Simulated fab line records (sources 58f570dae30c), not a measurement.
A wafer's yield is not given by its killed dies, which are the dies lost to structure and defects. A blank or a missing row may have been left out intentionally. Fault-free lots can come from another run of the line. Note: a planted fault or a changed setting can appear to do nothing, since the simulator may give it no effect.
Which tool was responsible?    flow berkeley cmos170    Sampling: 13 lots, 39 wafers, 7 of 331 route steps

== WHAT THE GAUGES SHOWED, per wafer ==
UCB170_GATE_THK_MEAS_05.
lot   measured      on             GATE_POLY_THK (nm)
L198  day 7 08:20   film metro-02  211.8 211.7 213.0
L199  day 7 08:28   film metro-02  216.3 218.1 218.0
L197  day 7 08:31   film metro-02  213.1 214.5 212.7
L201  day 8 00:54   film metro-01  213.1 213.8 213.6
L202  day 8 00:56   film metro-03  217.5 216.8 214.9
L203  day 8 23:00   film metro-03  211.6 211.2 212.7
L204  day 8 23:01   film metro-01  213.4 212.5 212.8
L213  day 10 20:00  film metro-02  213.0 213.2 211.6
L212  day 10 20:01  film metro-03  215.1 214.4 215.6
L211  day 10 20:04  film metro-02  212.2 214.1 211.4
L215  day 11 06:01  film metro-03  215.5 217.1 215.7
L219  day 11 21:43  film metro-02  213.6 212.0 211.5
L216  day 11 21:44  film metro-01  213.1 213.6 214.0

UCB170_M2_RS_MEAS_02: uses a four-point probe to measure.
lot   measured      on             M2_AL_RS (ohm/sq)
L198  day 8 17:37   film metro-03  0.03235 0.03264 0.03246
L199  day 8 17:08   film metro-02  0.03221 0.03209 0.03226
L197  day 8 15:53   film metro-04  0.03199 0.03189 0.03188
L201  day 9 10:43   film metro-02  0.03229 0.03235 0.03218
L202  day 9 09:23   film metro-03  0.03229 0.03251 0.03228
L203  day 10 06:42  film metro-03  0.03244 0.03261 0.03204
L204  day 10 09:10  film metro-04  0.03165 0.03189 0.03201
L213  day 12 06:07  film metro-02  0.03226 0.03248 0.03223
L212  day 12 06:55  film metro-04  0.03222 0.03203 0.03188
L211  day 12 06:32  film metro-02  0.06821 0.03187 0.03208
L215  day 12 12:07  film metro-02  0.03218 0.03241 0.03239
L219  day 13 08:04  film metro-04  0.03283 0.03266 0.03261
L216  day 13 08:33  film metro-03  0.03263 0.03261 0.03261

UCB170_M2_THK_MEAS_03: measures by xrf.
lot   measured      on             M2_AL_THK (nm)
L198  day 8 17:44   film metro-03  907 901 900
L199  day 8 17:14   film metro-02  905 909 901
L197  day 8 16:00   film metro-04  912 922 924
L201  day 9 10:50   film metro-02  904 911 907
L202  day 9 09:28   film metro-03  914 905 912
L203  day 10 06:49  film metro-03  907 898 916
L204  day 10 09:16  film metro-04  918 917 914
L213  day 12 06:14  film metro-02  901 897 899
L212  day 12 07:01  film metro-04  899 906 903
L211  day 12 06:39  film metro-02  433 913 905
L215  day 12 12:13  film metro-02  900 896 901
L219  day 13 08:11  film metro-04  890 894 898
L216  day 13 08:40  film metro-03  905 902 906

UCB170_M3_OVL_MEAS_16.
lot   measured      on          M3_OVL (nm)
L198  day 9 03:07   overlay-02  -10 -5 -6
L199  day 9 00:11   overlay-01  -8 -1 2
L197  day 8 22:42   overlay-01  1 -6 -2
L201  day 9 18:14   overlay-01  2 3 9
L202  day 9 16:30   overlay-02  5 9 14
L203  day 10 14:07  overlay-01  -6 -7 -1
L204  day 10 16:56  overlay-02  3 -3 -7
L213  day 12 17:31  overlay-02  7 -1 -2
L212  day 12 19:27  overlay-02  5 -2 -4
L211  day 12 17:36  overlay-01  -8 -6 -6
L215  day 13 00:19  overlay-01  3 4 4
L219  day 13 17:35  overlay-02  6 5 -1
L216  day 13 18:08  overlay-01  7 3 -1

== WHICH TOOL RAN EACH LOT (tool, then ch and the chambers of the sampled wafers, then the start) ==
lot   UCB170_M2_SPUTTER_01          UCB170_M2_STRIP_07                    UCB170_M2_METAL_ETCH_18
L198  pvd sputter-02, day 8 17:32   plasma asher-02 ch 0,1, day 8 18:15   rie metal-04 ch 0,1, day 8 21:29
L199  pvd sputter-04, day 8 17:02   plasma asher-03 ch 0,1, day 8 17:44   rie metal-02 ch 0,1, day 8 19:04
L197  pvd sputter-02, day 8 15:46   plasma asher-03 ch 0,1, day 8 16:30   rie metal-04 ch 0,1, day 8 17:56
L201  pvd sputter-02, day 9 10:38   plasma asher-03 ch 0,1, day 9 11:21   rie metal-04 ch 0,1, day 9 12:56
L202  pvd sputter-03, day 9 09:14   plasma asher-02 ch 0,1, day 9 09:59   rie metal-01 ch 0,1, day 9 11:27
L203  pvd sputter-02, day 10 06:36  plasma asher-03 ch 0,1, day 10 07:19  rie metal-01 ch 0,1, day 10 08:45
L204  pvd sputter-03, day 10 09:02  plasma asher-04 ch 0,1, day 10 09:47  rie metal-01 ch 0,1, day 10 11:24
L213  pvd sputter-03, day 12 06:02  plasma asher-03 ch 0,1, day 12 06:45  rie metal-01 ch 0,1, day 12 08:15
L212  pvd sputter-04, day 12 06:47  plasma asher-04 ch 0,1, day 12 07:32  rie metal-04 ch 0,1, day 12 11:50
L211  pvd sputter-02, day 12 06:26  plasma asher-02 ch 0,1, day 12 07:10  rie metal-02 ch 0,1, day 12 08:32
L215  pvd sputter-03, day 12 11:59  plasma asher-02 ch 0,1, day 12 12:44  rie metal-01 ch 0,1, day 12 15:25
L219  pvd sputter-04, day 13 07:59  plasma asher-04 ch 0,1, day 13 08:41  rie metal-02 ch 0,1, day 13 11:20
L216  pvd sputter-03, day 13 08:27  plasma asher-02 ch 0,1, day 13 09:25  rie metal-04 ch 0,1, day 13 12:19
- UCB170_M2_SPUTTER_01: material Al, target thk 900 nm, time 120 s.
- UCB170_M2_STRIP_07: strips in O2.
- UCB170_M2_METAL_ETCH_18: etches Al in Cl2/BCl3, stops on SiO2, target depth 1170 nm, time 195 s.

== WHAT THE TOOLS THEMSELVES READ (means of the sampled wafers that have a number; where no wafer has one, the mark that the record gives instead) ==
UCB170_M2_SPUTTER_01.
lot   tool            throttle valve pct (%)
L198  pvd sputter-02  29.8
L199  pvd sputter-04  30.5
L197  pvd sputter-02  30.3
L201  pvd sputter-02  29.4
L202  pvd sputter-03  30.3
L203  pvd sputter-02  29.7
L204  pvd sputter-03  31.4
L213  pvd sputter-03  31.8
L212  pvd sputter-04  30.1
L211  pvd sputter-02  29.5
L215  pvd sputter-03  30.8
L219  pvd sputter-04  30.4
L216  pvd sputter-03  30.8

UCB170_M2_STRIP_07.
lot   tool             drypump motor current A (A)  oes product au (a.u.)  strip time to endpoint s (s)
L198  plasma asher-02  6.1                          0.734                  21.98
L199  plasma asher-03  5.5                          0.732                  21.99
L197  plasma asher-03  5.5                          0.735                  21.98
L201  plasma asher-03  5.5                          0.739                  21.93
L202  plasma asher-02  5.7                          0.738                  21.99
L203  plasma asher-03  5.5                          0.733                  22.04
L204  plasma asher-04  5.5                          0.738                  22.08
L213  plasma asher-03  5.5                          0.738                  21.97
L212  plasma asher-04  5.4                          0.733                  22.10
L211  plasma asher-02  6.1                          0.736                  21.99
L215  plasma asher-02  6.1                          0.737                  22.03
L219  plasma asher-04  5.5                          0.733                  22.11
L216  plasma asher-02  5.6                          0.738                  22.03

UCB170_M2_METAL_ETCH_18.
lot   tool          drypump motor current A (A)  oes product au (a.u.)  throttle valve pct (%)
L198  rie metal-04  5.78                         0.848                  24.20
L199  rie metal-02  5.28                         0.855                  24.33
L197  rie metal-04  5.79                         0.858                  24.20
L201  rie metal-04  5.79                         0.850                  24.21
L202  rie metal-01  5.55                         0.842                  24.40
L203  rie metal-01  5.56                         0.853                  24.56
L204  rie metal-01  5.56                         0.858                  24.41
L213  rie metal-01  5.57                         0.855                  24.55
L212  rie metal-04  5.76                         0.853                  24.18
L211  rie metal-02  5.16                         0.775                  24.34
L215  rie metal-01  5.55                         0.848                  24.57
L219  rie metal-02  5.15                         0.850                  24.31
L216  rie metal-04  5.77                         0.848                  24.20

== THE ANSWER, worked out from the rows above alone ==
Rule: usual is defined by the lots themselves. The widest of any qualifying gaps counts: lots, ordered by their means at a reading, are off when they make up no more than a third of the lots, leave a main group of 4 or more, and stand apart from it by 3 or more times the standard deviation of that group's means. If all means in a main group match to the digits the tables above print for the reading, that group is not used. Also off: a lot with no number at a reading for which 4 or more lots have one. The other lots that the step has rows for count as sound. First the gauges in route order, then the tools' own readings, where a lot's mean is used as printed above. At the first step where some lot is off, the reading lying furthest off is the one used; lots without a number count as furthest.
Off: L211, seen at UCB170_M2_RS_MEAS_02 (M2_AL_RS). For the main group the mean is 0.03229 ohm/sq and the standard deviation 0.00025.
If a tool, at a process step before that reading, ran all the lots that are off and no sound lot after the first of them, it fits. The gauges at UCB170_M2_RS_MEAS_02 aren't tried: what is off there is off at UCB170_M2_STRIP_07 too, on other tools, and a gauge's error can't cause that. One fits: pvd sputter-02 at UCB170_M2_SPUTTER_01. Its last sound lot is L203 (day 10 06:36), its first lot that is off L211 (day 12 06:26): a fault that began between those two fits.

== WHAT HAD BEEN PUT IN BY THE SIMULATOR ==
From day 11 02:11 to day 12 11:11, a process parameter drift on pvd sputter-02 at UCB170_M2_SPUTTER_01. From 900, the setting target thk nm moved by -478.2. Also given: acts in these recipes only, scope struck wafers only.
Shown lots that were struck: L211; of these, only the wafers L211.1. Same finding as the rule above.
